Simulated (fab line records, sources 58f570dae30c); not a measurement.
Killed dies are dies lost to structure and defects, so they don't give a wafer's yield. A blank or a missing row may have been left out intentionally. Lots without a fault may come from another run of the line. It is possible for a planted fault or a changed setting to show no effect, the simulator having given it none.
Chamber matching    flow berkeley_cmos170    4 sister chambers for UCB170_ZERO_ETCH_06 on rie_diel-01
The step etches SiO2 in CHF3/CF4/Ar, time 12 s. 8 wafers are shown with their chamber, then 7 later ones without.

== EACH WAFER AND ITS CHAMBER ==
wafer   chamber  throttle_valve_pct (%)  drypump_motor_current_A (A)
L804.1  0        9.30                    5.7
L805.3  0        9.32                    5.6
L806.5  1        9.52                    5.3
L807.4  2        9.58                    5.9
L807.5  2        9.57                    5.9
L807.6  1        9.53                    5.3
L816.1  3        9.00                    5.4
L816.5  3        9.00                    5.4

== WAFERS WITHOUT THEIR CHAMBER ==
wafer   throttle_valve_pct (%)  drypump_motor_current_A (A)
L816.6  9.30                    5.5
L823.1  9.52                    5.3
L823.2  9.00                    5.4
L823.6  9.54                    5.3
L826.1  8.98                    5.4
L826.2  9.53                    5.3
L826.6  9.54                    5.9

== THE CHAMBER EACH PASSED THROUGH ==
wafer   from the rows above  in truth
L816.6  0                    0
L823.1  1                    1
L823.2  3                    3
L823.6  1                    1
L826.1  3                    3
L826.2  1                    1
L826.6  2                    2
Placed correctly: 7 of 7. Number that these rows cannot place: 0. Wrongly placed: 0.
How it was worked out, from the rows above alone: a wafer's distance from a chamber is the root of the sum, over the readings, of the square of ((its reading less the chamber's mean) divided by the reading's scatter). If the next closest chamber is less than 2 further off than the closest, the wafer can't be placed; otherwise it belongs to the closest. The mean given for a chamber averages the wafers shown for that chamber. The scatter: the root of (the sum of the squares of (reading less its chamber's mean) over the shown wafers, divided by (wafers less chambers)).
